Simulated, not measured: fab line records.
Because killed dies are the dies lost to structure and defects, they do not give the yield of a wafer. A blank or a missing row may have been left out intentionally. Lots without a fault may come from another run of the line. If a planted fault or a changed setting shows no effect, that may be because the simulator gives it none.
2 desks, one fault || flow berkeley-cmos170 || only its own numbers are on each desk; what lay behind them is given at the end

== DESK OF THE TOOL OWNER: cmp-02 ==
The tool's own readings at UCB170_V2_CMP_02 (polishes SiO2): means of the sampled wafers that have a number, for each lot that ran on this tool. If a lot's mean is further than 4 standard deviations from the usual mean, the lot is out of limits and carries the mark OUT (the distance appears in the brackets).
Columns: A = motor-current-A at UCB170_V2_CMP_02, usual 16.3 A
{"lot": "L872", "first seen here": "day 10 08:05", "A": 15.6}
This desk's finding: nothing out of limits on the one lot.

== METROLOGY DESK ==
What the gauges read for every lot (on any tool): the sampled wafers with a number, averaged. If a lot's mean is further than 4 standard deviations from the usual mean, the lot is out of limits and carries the mark OUT (the distance appears in the brackets).
Columns: A = cd-nm at UCB170_M2_CD_MEAS_90, usual 701 nm; B = cd-nm at UCB170_M3_CD_MEAS_90, usual 702 nm
{"lot": "L861", "first seen here": "day 7 09:37", "A": 703, "B": 701}
{"lot": "L862", "first seen here": "day 7 19:32", "A": 702, "B": 700}
{"lot": "L863", "first seen here": "day 8 08:13", "A": 703, "B": 706}
{"lot": "L864", "first seen here": "day 8 20:16", "A": 700, "B": 702}
{"lot": "L867", "first seen here": "day 9 04:56", "A": 708, "B": 698}
{"lot": "L872", "first seen here": "day 10 07:38", "A": 699, "B": 707}
{"lot": "L875", "first seen here": "day 10 19:02", "A": 700, "B": 710}
{"lot": "L876", "first seen here": "day 10 19:14", "A": 705, "B": 698}
{"lot": "L878", "first seen here": "day 11 05:41", "A": 699, "B": 701}
{"lot": "L879", "first seen here": "day 11 13:33", "A": 705, "B": 696}
{"lot": "L877", "first seen here": "day 11 14:04", "A": 699, "B": 704}
{"lot": "L884", "first seen here": "day 12 05:37", "A": 694, "B": 697}
{"lot": "L883", "first seen here": "day 12 09:22", "A": 697, "B": 706}
Finding of this desk: none of the 13 lots has anything out of limits.

== PUT TOGETHER ==
Nothing out of limits was seen by the tool owner's desk.
Metrology desk: nothing out of limits seen.

== WHAT THE SIMULATOR PUT IN ==
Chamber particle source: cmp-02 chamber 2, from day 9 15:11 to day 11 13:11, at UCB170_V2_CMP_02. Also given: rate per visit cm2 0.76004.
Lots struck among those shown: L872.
